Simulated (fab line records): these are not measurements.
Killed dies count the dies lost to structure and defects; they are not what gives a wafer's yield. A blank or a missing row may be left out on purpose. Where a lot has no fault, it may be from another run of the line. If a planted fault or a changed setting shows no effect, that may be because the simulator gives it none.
fab line records | flow ritCmos
record lots=14 wafers=42 lastDay=7
route steps=202 shown CONTACT@179 M1@202
lots that met no fault: from a run of the same line without faults
startH: hours from the record's first day to the start of the lot's first wafer shown | waitH: time in hours since the lot's previous step | " same as the row above | L1.1+2: one row covering several wafers at once | - no value, or no start was given | * or withheld: withheld | < > ~ a bound
route shown NAME@n: a module of which the file shows steps, and the number in the route of the first | usual: mean/standard deviation of fault-free wafers | same: alike in all rows | chamber/n: place in a boat | sites: per-site readings | _std_site: standard deviation of those values | _edge_site: mean of outer sites minus mean of inner sites | radiusMm: how far each site lies from the wafer's centre | mask NAME#n: copy n | behind: the last tool/chamber to shape the wafer | hold: reason for holding the lot/hours on hold/outcome of the hold | device: transistor that didn't switch, given as n, p or np | end of line: at the end of the route, the tests of the same wafers | for a step that has no rows: nothing shown but its recipe | killed: not the wafer's yield, but the dies lost to structure and defects at the first sort | map: the dies of a wafer, with x for killed, . for not killed, _ for no die there
set.NAME: the setting that was run; set.NAME@STEP: the one run at that earlier step | model.NAME: the simulator's own value behind a step, which no gauge read
route steps across a sampled set of lots; one table per step, one row per wafer
services: a tool's chamber out of use, with start hour (startH, from the record's first day; less than 0 if before it), hours out, and reason
## steps
# step RIT_CONTACT_ETCH_11
# recipe targetDepthA=4800 overEtchFrac=0.2 stopOn=TiSi2 chemistry=CHF3/CF4/Ar target=SiO2 CHF3_flow_sccm=50 cf4FlowSccm=10 Ar_flow_sccm=100 O2_flow_sccm=5 pressureMtorr=100 rfW=200 timeS=320
# usual drypumpMotorCurrentA=5.8/0.5 oesProductAu=0.990/0.013 rfFwdPowerW=199.6/0.62 throttleValvePct=8.91/0.12
# columns lot.wafer tool chamber startH waitH drypumpMotorCurrentA oesProductAu rfFwdPowerW rfHoursCounterH throttleValvePct
L191.2 rieDiel-04 0 55.17 0.1 6.5 1.000 199.8 3 8.84
L191.3 " 3 " " 6.3 1.007 199.7 95 8.87
L191.5 " 3 " " 6.3 1.019 199.9 - 8.89
L192.4 rieDiel-03 3 61.51 0.1 6.6 0.976 199.0 - 8.98
L192.5 " 0 " " 5.0 0.977 199.5 - 8.91
L192.6 " 2 " " 5.1 0.986 199.6 - 8.82
L193.2 rieDiel-03 0 67.41 0.1 5.0 0.980 199.0 31 8.94
L193.5 " 2 " " 5.1 0.983 199.3 - 8.82
L193.6 " 0 " " 5.0 0.990 198.9 - 8.92
L194.1 rieDiel-04 0 67.99 0.1 6.5 1.004 200.7 3 8.86
L194.4 " 3 " " 6.3 1.005 199.7 96 8.90
L194.5 " 3 " " 6.3 1.005 199.7 - 8.90
L195.1 rieDiel-03 2 81.09 0.1 5.1 0.989 300.3 66 8.83
L195.2 " 0 " " 5.0 0.976 299.3 31 8.92
L195.5 " 0 " " 5.0 0.972 299.1 - 8.92
L196.3 rieDiel-01 3 81.54 0.1 5.5 0.960 199.6 122 8.91
L196.5 " 3 " " 5.5 0.970 200.6 - 8.91
L196.6 " 2 " " 5.5 0.994 200.1 - 8.99
L197.2 rieDiel-03 3 83.52 0.1 6.6 0.976 299.1 15 8.98
L197.4 " 2 " " 5.1 0.977 299.0 66 8.82
L197.6 " 2 " " 5.1 0.989 299.5 - 8.83
L200.2 rieDiel-01 0 102.43 0.1 5.6 0.980 200.0 21 8.74
L200.3 " 2 " " 5.5 0.994 198.6 82 8.99
L200.6 " 3 " " 5.5 0.975 198.0 - 8.89
L205.1 rieDiel-04 0 123.32 0.1 6.5 1.014 199.4 5 8.85
L205.3 " 1 " " 5.9 0.993 198.9 1 8.84
L205.4 " 3 " " 6.3 1.015 198.8 97 8.89
L206.2 rieDiel-04 0 130.04 0.1 6.5 1.006 199.3 5 8.84
L206.3 " 1 " " 5.9 1.002 199.9 1 8.85
L206.4 " 2 " " 6.0 0.987 200.4 142 9.15
L208.1 rieDiel-01 3 137.65 0.1 5.5 0.963 199.5 123 8.91
L208.5 " 1 " " 5.8 0.995 200.5 - 9.00
L208.6 " 0 " " 5.6 0.990 198.9 - 8.74
L212.1 rieDiel-03 3 158.65 0.1 6.5 0.980 199.7 16 9.00
L212.2 " 1 " " 5.5 0.984 200.1 148 8.71
L212.4 " 0 " " 5.0 0.990 198.9 - 8.93
L213.2 rieDiel-01 2 164.15 0.1 5.5 0.985 199.2 83 8.99
L213.4 " 1 " " 5.8 0.988 199.9 1 8.99
L213.5 " 2 " " 5.5 0.996 199.4 - 9.01
L214.3 rieDiel-04 1 168.11 0.1 5.9 0.995 200.5 2 8.84
L214.5 " 3 " " 6.3 1.018 200.1 - 8.89
L214.6 " 2 " " 6.0 0.981 199.7 - 9.15
# step RIT_M1_PROBE_99
# usual killed_at_M0_to_M3=0.0/0.12 killedAtFrontEnd=7/3.1 killedDies=7/3.1 killedOnRim=1.6/1.3 killedOpen=3.5/2.2 killedShort=3.3/1.9
# same grossDies=264 killed_at_M4_up=0 killedAtBackSide=0 killedAtContacts=0 killedAtOther=0
# columns lot.wafer tool chamber startH waitH killed_at_M0_to_M3 killedAtFrontEnd killedDies killedOnRim killedOpen killedShort
L192.4 prober-01 - 66.61 0.2 0 4 4 1 2 2
L192.5 prober-01 - 66.66 0.2 0 2 2 1 0 2
L192.6 prober-01 - 66.71 0.2 0 8 8 2 5 3
L195.1 prober-01 - 86.27 0.1 0 1 1 0 1 0
L195.2 prober-01 - 86.32 0.1 0 2 2 0 1 1
L195.5 prober-01 - 86.47 0.2 0 6 6 0 3 3
L196.3 prober-01 - 86.67 0.2 0 7 7 2 3 4
L196.5 prober-01 - 86.77 0.3 0 8 8 1 4 4
L196.6 prober-01 - 86.82 0.3 0 4 4 0 1 3
L197.2 prober-01 - 88.68 0.1 0 13 13 2 11 2
L197.4 prober-01 - 88.78 0.2 0 3 3 1 3 0
L197.6 prober-01 - 88.88 0.2 0 10 10 4 4 6
L212.1 prober-02 - 163.65 0.1 0 2 2 0 1 1
L212.2 prober-02 - 163.70 0.1 0 8 8 3 6 2
L212.4 prober-02 - 163.80 0.2 0 6 6 1 2 4
# killed by level:class
L192.4 GATE:geometricParticle:open=2 GATE:geometricParticle:short=2
L192.5 GATE:geometricParticle:short=2
L192.6 FOX1:geometricParticle:short=2 GATE:geometricParticle:open=2 FOX1:geometricParticle:open=1 FOX2:geometricParticle:open=1 GATE:geometricParticle:short=1 SPACER:geometricParticle:open=1
L195.1 GATE:geometricParticle:open=1
L195.2 GATE:geometricParticle:short=1 REOX:geometricParticle:open=1
L195.5 GATE:geometricParticle:short=2 FOX2:geometricParticle:short=1 FOX2:geometricParticle:open=1 GATE:geometricParticle:open=1 SILICIDE:geometricParticle:open=1
L196.3 GATE:geometricParticle:open=2 FOX1:geometricParticle:short=1 FOX2:geometricParticle:short=1 FOX2:geometricParticle:open=1 GATE:geometricParticle:short=1 SILICIDE:geometricParticle:short=1
L196.5 REOX:geometricParticle:short=2 SILICIDE:geometricParticle:open=2 GATE:geometricParticle:open=1 GATE:geometricParticle:short=1 SPACER:geometricParticle:open=1 SPACER:geometricParticle:short=1
L196.6 SPACER:geometricParticle:short=3 REOX:geometricParticle:open=1
L197.2 GATE:geometricParticle:open=6 FOX2:geometricParticle:open=2 SILICIDE:geometricParticle:short=2 FOX1:geometricParticle:open=1 REOX:geometricParticle:open=1 SILICIDE:geometricParticle:open=1
L197.4 ACTIVE:geometricParticle:open=1 GATE:geometricParticle:open=1 SILICIDE:geometricParticle:open=1
L197.6 GATE:geometricParticle:short=4 FOX2:geometricParticle:open=2 GATE:geometricParticle:open=2 FOX1:geometricParticle:short=1 SPACER:geometricParticle:short=1
L212.1 GATE:geometricParticle:open=1 GATE:geometricParticle:short=1
L212.2 FOX1:geometricParticle:open=2 GATE:geometricParticle:open=2 REOX:geometricParticle:open=2 FOX2:geometricParticle:short=1 REOX:geometricParticle:short=1
L212.4 GATE:geometricParticle:short=2 REOX:geometricParticle:short=2 REOX:geometricParticle:open=2
## services
# columns tool chamber startH hours kind
rieDiel-04 2 34.43 6.0 repair
rieDiel-03 2 35.07 3.8 repair
rieDiel-03 1 60.53 17.7 repair
rieDiel-04 2 61.87 1.7 repair
rieDiel-04 1 74.37 - clean
rieDiel-04 1 74.37 12.3 scheduledDown
rieDiel-04 1 74.37 12.3 ventCycle
rieDiel-01 1 91.23 - clean
rieDiel-01 1 91.23 23.0 scheduledDown
rieDiel-01 1 91.23 23.0 ventCycle
rieDiel-04 3 105.22 3.5 repair
rieDiel-03 2 119.95 2.7 repair
rieDiel-03 3 123.51 4.8 repair
rieDiel-04 0 132.72 22.1 repair
rieDiel-03 2 156.16 10.5 repair
rieDiel-03 1 166.68 - clean
## key
firstSign step=RIT_CONTACT_ETCH_11 reading=rfFwdPowerW direction=up sigmas=99+ usual=199.6 struck=299.4
effect none on later readings
metAt RIT_CONTACT_ETCH_11
struckLots L195,L197
testerLeftOut L195,L197
onsetBetween 67.41 81.09
fault kind=processParameterDrift tool=rieDiel-03 chamber=- onsetH=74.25 steps=RIT_CONTACT_ETCH_11 channel=rfW offset=100 shape=step endH=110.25 actsIn=theseRecipesOnly stated=200
# testerLeftOut: of these lots the tester's yield and bins aren't shown, on N5 and GAA mostly nor the transistor test; their killed dies are dies lost to structure and defects alone, not to doping, threshold or leakage, so they don't give the yield
